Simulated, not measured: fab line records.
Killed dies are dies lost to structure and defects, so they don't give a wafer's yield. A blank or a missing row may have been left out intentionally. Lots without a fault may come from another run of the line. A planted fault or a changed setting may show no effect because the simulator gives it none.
One fault seen from 2 desks || flow berkeley_cmos170 || each desk holds nothing but its own numbers, with what lay behind them at the end

## AT THE METROLOGY DESK
Means of the sampled wafers that have a number, per lot and without regard to the tool the lot ran on: this is what the gauges read. The brackets show how far a lot's mean lies from the usual mean; more than 4 standard deviations puts the lot out of limits, marked OUT.
Columns: A = cd_nm at UCB170_M1_CD_MEAS_09, usual 700.2 nm; B = M1_OVL at UCB170_M1_OVL_MEAS_10, usual 0 nm; C = cd_nm at UCB170_M1_CD_MEAS_90, usual 698.7 nm; D = V1_TEOS_THK at UCB170_V1_THK_MEAS_01, usual 2006 nm
{"lot": "L616", "first seen here": "day 7 02:01", "A": 700.3, "B": -3, "C": 697.6, "D": 1975}
{"lot": "L621", "first seen here": "day 8 01:41", "A": 698.8, "B": 3, "C": 697.6, "D": 2018}
{"lot": "L624", "first seen here": "day 9 02:42", "A": 700.6, "B": 1, "C": 698.3, "D": 1972}
{"lot": "L630", "first seen here": "day 9 22:25", "A": 702.7, "B": 5, "C": 699.9, "D": 2045}
{"lot": "L638", "first seen here": "day 12 03:53", "A": 701.6, "B": -1, "C": 702.3, "D": 1979}
This desk's verdict: no lot among the 5 shows anything out of limits.

## AT THE TOOL OWNER'S DESK: pecvd-02
The tool's own readings at UCB170_V1_CVD_00 (deposits SiO2 from TEOS/O2, target thk 2000 nm, time 250 s): means of the sampled wafers that have a number, for each lot that ran on this tool. The brackets show how far a lot's mean lies from the usual mean; more than 4 standard deviations puts the lot out of limits, marked OUT.
Columns: A = heater_power_w at UCB170_V1_CVD_00, usual 232 W
{"lot": "L621", "first seen here": "day 8 07:11", "A": 276}
{"lot": "L624", "first seen here": "day 9 08:52", "A": 229}
This desk's verdict: no lot among the 2 shows anything out of limits.

## BROUGHT TOGETHER
Nothing out of limits was seen by the metrology desk.
The desk of the tool owner found nothing out of limits.

## WHAT THE SIMULATOR HAD PUT IN
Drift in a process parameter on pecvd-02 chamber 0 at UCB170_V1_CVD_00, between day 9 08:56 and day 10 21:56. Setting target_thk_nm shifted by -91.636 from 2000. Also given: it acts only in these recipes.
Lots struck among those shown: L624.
